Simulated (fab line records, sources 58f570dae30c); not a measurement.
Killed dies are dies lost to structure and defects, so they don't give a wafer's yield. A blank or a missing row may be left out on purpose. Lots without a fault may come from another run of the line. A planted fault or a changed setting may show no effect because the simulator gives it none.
fab line records | flow berkeley_cmos170
record lots=5 wafers=23
route steps=331 shown M3@322
start_h: hours from the record's first day to the start of the lot's first wafer shown | wait_h: hours since the lot's step before | " the same as in the row above | L1.1+2: a row that stands for several wafers | - no value, or no start given | * or withheld: withheld | < > ~ a bound
route shown NAME@n: a module of which the file shows steps, and the number in the route of the first | usual: mean/standard deviation of fault-free wafers | same: alike in all rows | chamber/n: place in a boat | sites: the reading at each site | _std_site: their standard deviation | _edge_site: outer sites' mean less inner sites' | radius_mm: how far each site lies from the wafer's centre | mask NAME#n: copy n | behind: the tool/chamber that last shaped the wafer | hold: why the lot was held/for how many hours/how that ended | device: the transistor (n, p or np) that didn't switch | end of line: the same wafers' tests at the end of the route | a step without rows: its recipe alone | killed: dies lost to structure and defects at the first sort, not the wafer's yield | map: a wafer's dies, x killed, . not, _ none there
set.NAME: the setting as run; set.NAME@STEP: as run at that earlier step | model.NAME: the simulator's own value behind a step, which no gauge read
lots whose settings were changed on purpose; a table a step, a row a wafer
## steps
# step UCB170_M3_PEB_13
# recipe peb_temp_c=130 peb_time_s=withheld resist=KrF
# columns lot.wafer tool chamber start_h wait_h set.peb_temp_c
L076.2+3+4+5+6 litho_track-04 0 169.87 0.3 130
L075.2+4+6 litho_track-04 0 170.14 0.4 130
L075.3+5 " 0 " " 131.1
L078.1+3+5 litho_track-02 0 181.62 0.1 130
L078.4+6 " 0 " " 127.5
L080.1+2+5 litho_track-02 0 203.29 0.3 130
L085.1+2+6 litho_track-04 0 230.70 0.3 130
L085.4+5 " 0 " " 131.8
# step UCB170_M3_DEVELOP_14
# recipe developer=TMAH develop_time_s=42.86 resist=KrF dev_temp_c=21
# columns lot.wafer tool chamber start_h wait_h set.peb_temp_c@M3_PEB_13 model.M3.cd_nm
L076.2 litho_track-04 0 - - 130 701
L076.3 " 0 " " 130 701.5
L076.4 " 0 " " 130 700.4
L076.5 " 0 " " 130 702.6
L076.6 " 0 " " 130 700.7
L075.2 litho_track-04 0 - - 130 697.8
L075.3 " 0 " " 131.1 691.1
L075.4 " 0 " " 130 697.6
L075.5 " 0 " " 131.1 692
L075.6 " 0 " " 130 698.6
L078.1 litho_track-02 0 - - 130 699.9
L078.3 " 0 " " 130 702
L078.4 " 0 " " 127.5 719.7
L078.5 " 0 " " 130 701.3
L078.6 " 0 " " 127.5 719
L080.1 litho_track-02 0 - - 130 699.8
L080.2 " 0 " " 130 699.2
L080.5 " 0 " " 130 700.3
L085.1 litho_track-04 0 - - 130 699.1
L085.2 " 0 " " 130 698.3
L085.4 " 0 " " 131.8 689.6
L085.5 " 0 " " 131.8 687.7
L085.6 " 0 " " 130 698
# step UCB170_M3_CD_MEAS_15
# recipe target_cd_nm=700
# usual cd_nm=700.1/1.6
# columns lot.wafer tool chamber start_h wait_h set.peb_temp_c@M3_PEB_13 cd_nm
L076.2 cd_sem-02 - 170.14 - 130 701.4
L076.3 " - " " 130 701.4
L076.4 " - " " 130 700.3
L076.5 " - " " 130 702.6
L076.6 " - " " 130 700.9
L075.2 cd_sem-01 - 170.52 - 130 697.9
L075.3 " - " " 131.1 691.3
L075.4 " - " " 130 697.8
L075.5 " - " " 131.1 692.0
L075.6 " - " " 130 698.5
L078.1 cd_sem-02 - 181.89 - 130 699.9
L078.3 " - " " 130 701.8
L078.4 " - " " 127.5 719.5
L078.5 " - " " 130 701.3
L078.6 " - " " 127.5 719.1
L080.1 cd_sem-02 - 203.56 - 130 699.8
L080.2 " - " " 130 699.1
L080.5 " - " " 130 700.1
L085.1 cd_sem-02 - 230.98 - 130 699.2
L085.2 " - " " 130 698.4
L085.4 " - " " 131.8 689.5
L085.5 " - " " 131.8 687.4
L085.6 " - " " 130 698.0
# step UCB170_M3_ETCH_17
# recipe chemistry=N2/H2 target_depth_a=withheld overetch_a=withheld target=BARC time_s=withheld source_w=518.7 bias_w=100 pressure_mtorr=30 n2_flow_sccm=100 h2_flow_sccm=200
# columns lot.wafer tool chamber start_h wait_h set.peb_temp_c@M3_PEB_13 model.M3.cd_nm
L076.2 rie_diel-02 2 170.27 0.0 130 699.8
L076.3+6 " 0,3 " " 130 700.2
L076.4 " 1 " " 130 699.2
L076.5 " 0 " " 130 701.4
L075.2 rie_diel-03 0 170.65 0.0 130 697
L075.3 " 2 " " 131.1 692.2
L075.4 " 3 " " 130 697.7
L075.5 " 2 " " 131.1 693.1
L075.6 " 1 " " 130 698
L078.1 rie_diel-01 0 182.05 0.0 130 699.1
L078.3 " 2 " " 130 700.7
L078.4 " 3 " " 127.5 719
L078.5 " 0 " " 130 700.6
L078.6 " 3 " " 127.5 718.2
L080.1 rie_diel-02 1 203.72 0.0 130 698.8
L080.2 " 2 " " 130 697.7
L080.5 " 0 " " 130 697.8
L085.1 rie_diel-03 2 231.13 0.0 130 700.4
L085.2 " 0 " " 130 697.2
L085.4 " 3 " " 131.8 690.2
L085.5 " 2 " " 131.8 689.2
L085.6 " 1 " " 130 697.5
# step UCB170_M3_METAL_ETCH_18
# recipe chemistry=Cl2/BCl3 target=Al stop_on=SiO2 pressure_mtorr=12 target_depth_a=11700 over_etch_frac=0.3 time_s=195 icp_w=600 bias_w=120 Cl2_flow_sccm=90 bcl3_flow_sccm=45
# columns lot.wafer tool chamber start_h wait_h set.peb_temp_c@M3_PEB_13 model.M3.cd_nm
L076.2 rie_metal-03 0 170.31 - 130 699.1
L076.3 " 1 " " 130 701.5
L076.4 " 0 " " 130 697.8
L076.5 " 0 " " 130 698.9
L076.6 " 1 " " 130 699.8
L075.2 rie_metal-01 0 170.69 - 130 694
L075.3 " 0 " " 131.1 691.9
L075.4 " 1 " " 130 695.4
L075.5 " 0 " " 131.1 689.8
L075.6 " 1 " " 130 693.2
L078.1 rie_metal-03 0 182.09 - 130 693.4
L078.3 " 0 " " 130 698.5
L078.4 " 1 " " 127.5 716.9
L078.5 " 0 " " 130 695.4
L078.6 " 1 " " 127.5 713.8
L080.1 rie_metal-01 1 203.76 - 130 696.9
L080.2 " 0 " " 130 699.9
L080.5 " 0 " " 130 700.9
L085.1 rie_metal-03 0 231.18 - 130 699.3
L085.2 " 1 " " 130 690.5
L085.4 " 0 " " 131.8 691.4
L085.5 " 1 " " 131.8 682.2
L085.6 " 0 " " 130 698.9
# step UCB170_M3_STRIP_19
# recipe chemistry=O2 power_w=400 pressure_mtorr=3500 platen_temp_c=withheld o2_flow_sccm=400 overash_fraction=0.5
# step UCB170_M3_CD_MEAS_90
# recipe target_cd_nm=700
# usual cd_nm=698/3.1
# columns lot.wafer tool chamber start_h wait_h set.peb_temp_c@M3_PEB_13 cd_nm
L076.2 cd_sem-02 - 170.62 0.1 130 699
L076.3 " - " " 130 702
L076.4 " - " " 130 698
L076.5 " - " " 130 699
L076.6 " - " " 130 699
L075.2 cd_sem-02 - 171.00 0.1 130 694
L075.3 " - " " 131.1 692
L075.4 " - " " 130 695
L075.5 " - " " 131.1 690
L075.6 " - " " 130 693
L078.1 cd_sem-01 - 182.38 0.1 130 693
L078.3 " - " " 130 699
L078.4 " - " " 127.5 717
L078.5 " - " " 130 696
L078.6 " - " " 127.5 714
L080.1 cd_sem-01 - 204.05 0.1 130 697
L080.2 " - " " 130 700
L080.5 " - " " 130 701
L085.1 cd_sem-02 - 231.56 0.2 130 700
L085.2 " - " " 130 690
L085.4 " - " " 131.8 691
L085.5 " - " " 131.8 682
L085.6 " - " " 130 699
## key
split step=UCB170_M3_PEB_13 setting=peb_temp_c stated=130 by=wafer
response step=UCB170_M3_DEVELOP_14 reading=model.M3.cd_nm change=-8.56 per=1% r=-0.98
response step=UCB170_M3_CD_MEAS_15 reading=cd_nm change=-8.62 per=1% r=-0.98
response step=UCB170_M3_ETCH_17 reading=model.M3.cd_nm change=-8.15 per=1% r=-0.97
response step=UCB170_M3_METAL_ETCH_18 reading=model.M3.cd_nm change=-8.46 per=1% r=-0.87
response step=UCB170_M3_CD_MEAS_90 reading=cd_nm change=-8.44 per=1% r=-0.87
